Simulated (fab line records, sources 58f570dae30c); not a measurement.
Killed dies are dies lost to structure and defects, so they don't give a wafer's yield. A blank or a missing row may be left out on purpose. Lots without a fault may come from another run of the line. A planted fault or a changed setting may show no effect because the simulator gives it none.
A struck lot beside a sound one | flow berkeley_cmos170 | 43 steps out of a route of 331
Sound: wafers L313.1, L313.4, L313.5. Struck: wafers L320.2, L320.3, L320.5. The cause comes at the end.
At each step with rows: each side's tool, then ch and its chambers, then its first start. Under that, the readings that differ: sound wafers | struck wafers | difference of the means | sigmas: that difference in standard deviations of wafers without a fault.
alike: readings whose means differ by less than 2 such deviations, and words and numbers that are the same on both sides. not compared: withheld readings, readings that some wafer has no value for, bounds like >300 that may hide the same value, and numbers for which the record gives no deviation and whose values overlap.
The two part at a step that has a row with sigmas, a row that says differs or no value, or rows on one side only. Numbers that don't overlap but have no deviation are shown without sigmas and don't part them. A reading that every wafer of one side lacks parts them only if that side has two wafers or more.

UCB170_PLDD_STRIP_10: strips in O2.
  sound on plasma_asher-01 ch 0,1, day 8 01:43; struck on plasma_asher-02 ch 0,1, day 9 09:32
  alike: drypump_motor_current_A, oes_product_au, strip_time_to_endpoint_s
  not compared: rf_hours_counter_h
UCB170_PLDD_TW_MEAS_11:
  sound on film_metro-01, day 8 01:49; struck on film_metro-03, day 9 09:39
  alike: PLDD_TW
then, 7 steps without rows for these wafers: UCB170_PLDD_CLEAN_12 (cleans in SPM, time 600 s); UCB170_NLDD_HMDS_00 (prime time 60 s); UCB170_NLDD_COAT_01 (resist thk 900 nm); UCB170_NLDD_SOFTBAKE_02 (time 60 s); UCB170_NLDD_EXPOSE_03 (exposes mask NSELECT, target cd 1200 nm); UCB170_NLDD_PEB_04; UCB170_NLDD_DEVELOP_05 (develop time 45 s).
UCB170_NLDD_CD_MEAS_06: target cd 1200 nm.
  sound on cd_sem-02, day 8 03:11; struck on cd_sem-01, day 9 11:33
  alike: cd_nm
UCB170_NLDD_OVL_MEAS_07:
  sound on overlay-01, day 8 03:18; struck on overlay-02, day 9 11:39
  alike: NLDD_OVL
then, 1 step without rows for these wafers: UCB170_NLDD_IMPLANT_08.
UCB170_NLDD_IMPLANT_09:
  sound on implanter-03 ch 0, day 8 03:29; struck on implanter-03 ch 0, day 9 11:52
  reading            | sound                         | struck                        | difference | sigmas
  dose_ions_cm2      | 4.998e+13 4.991e+13 4.989e+13 | 2.748e+13 2.745e+13 2.758e+13 | -2.242e+13 | -99 or more
  faraday_current_uA | 162 160 154                   | 86 85 88                      | -72        | -21
then, 1 step without rows for these wafers: UCB170_NLDD_STRIP_10 (strips in O2).
UCB170_NLDD_TW_MEAS_11:
  sound on film_metro-04, day 8 03:44; struck on film_metro-01, day 9 12:19
  reading | sound          | struck         | difference | sigmas
  NLDD_TW | 2216 2213 2208 | 2077 2083 2086 | -130       | -10
  not compared: hold
UCB170_SPACER_CVD_00: deposits SiO2 from TEOS/O2, target thk 376 nm, time 47 s.
  sound on pecvd-04 ch 1,2, day 8 04:01; struck on pecvd-01 ch 0,1,2, day 9 16:30
  alike: heater_power_w, rf_fwd_power_W
  not compared: since_wet_clean_h
UCB170_SPACER_THK_MEAS_01:
  sound on film_metro-02, day 8 04:04; struck on film_metro-01, day 9 16:34
  alike: SPACER_TEOS_THK
then, 1 step without rows for these wafers: UCB170_SPACER_ANNEAL_02 (time 1800 s).
UCB170_SPACER_ETCHBACK_03: etches SiO2 in CHF3/CF4/Ar, stops on Si, target depth 376 nm, time 100 s.
  sound on rie_diel-04 ch 1,2,3, day 8 07:24; struck on rie_diel-03 ch 0,2,3, day 9 18:32
  alike: drypump_motor_current_A, oes_product_au, rf_fwd_power_W, throttle_valve_pct
  not compared: rf_hours_counter_h
then, 6 steps without rows for these wafers: UCB170_PSD_HMDS_00 (prime time 60 s); UCB170_PSD_COAT_01 (resist thk 900 nm); UCB170_PSD_SOFTBAKE_02 (time 60 s); UCB170_PSD_EXPOSE_03 (exposes mask PSELECT MOD, target cd 1200 nm); UCB170_PSD_PEB_04; UCB170_PSD_DEVELOP_05 (develop time 45 s).
UCB170_PSD_CD_MEAS_06: target cd 1200 nm.
  sound on cd_sem-01, day 8 08:22; struck on cd_sem-02, day 9 19:41
  alike: cd_nm
UCB170_PSD_OVL_MEAS_07:
  sound on overlay-02, day 8 08:29; struck on overlay-01, day 9 19:47
  alike: PSD_OVL
then, 1 step without rows for these wafers: UCB170_PSD_IMPLANT_08.
UCB170_PSD_STRIP_09: strips in O2.
  sound on plasma_asher-03 ch 0,1, day 8 08:40; struck on plasma_asher-03 ch 0,1, day 9 19:58
  reading                      | sound             | struck            | difference | sigmas
  strip_time_to_endpoint_s (s) | 29.52 29.52 29.51 | 29.34 29.34 29.33 | -0.18      | -2
  alike: drypump_motor_current_A, oes_product_au
  not compared: rf_hours_counter_h
UCB170_PSD_TW_MEAS_10:
  sound on film_metro-04, day 8 08:46; struck on film_metro-04, day 9 20:05
  alike: PSD_TW
then, 7 steps without rows for these wafers: UCB170_PSD_CLEAN_11 (cleans in SPM, time 600 s); UCB170_NSD_HMDS_00 (prime time 60 s); UCB170_NSD_COAT_01 (resist thk 900 nm); UCB170_NSD_SOFTBAKE_02 (time 60 s); UCB170_NSD_EXPOSE_03 (exposes mask NSELECT MOD, target cd 1200 nm); UCB170_NSD_PEB_04; UCB170_NSD_DEVELOP_05 (develop time 45 s).
UCB170_NSD_CD_MEAS_06: target cd 1200 nm.
  sound on cd_sem-02, day 8 09:52; struck on cd_sem-02, day 9 21:39
  alike: cd_nm
UCB170_NSD_OVL_MEAS_07:
  sound on overlay-02, day 8 09:59; struck on overlay-02, day 9 21:45
  alike: NSD_OVL
then, 1 step without rows for these wafers: UCB170_NSD_IMPLANT_08.
UCB170_NSD_STRIP_09: strips in O2.
  sound on plasma_asher-04 ch 0,1, day 8 10:10; struck on plasma_asher-01 ch 0,1, day 9 21:56
  alike: drypump_motor_current_A, oes_product_au, strip_time_to_endpoint_s
  not compared: rf_hours_counter_h
UCB170_SDANNEAL_RS_MEAS_05: measures by four-point-probe.
  sound on film_metro-03, day 8 11:43; struck on film_metro-04, day 10 00:25
  reading          | sound             | struck            | difference | sigmas
  NLDD_RS (ohm/sq) | 612.2 615.1 613.5 | 729.7 730.1 731.8 | +116.9     | +69
  not compared: hold
UCB170_M3_PROBE_99:
  the record has rows for the sound wafers here (prober-01, day 9 11:04) and none for the struck ones

WHERE THEY PART
First at UCB170_NLDD_IMPLANT_09; last, within this record, at UCB170_M3_PROBE_99.

WHY: what the simulator had put in
Process parameter drift: implanter-03, from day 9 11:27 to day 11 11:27, at UCB170_NLDD_IMPLANT_09. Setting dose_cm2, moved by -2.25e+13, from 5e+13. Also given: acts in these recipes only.
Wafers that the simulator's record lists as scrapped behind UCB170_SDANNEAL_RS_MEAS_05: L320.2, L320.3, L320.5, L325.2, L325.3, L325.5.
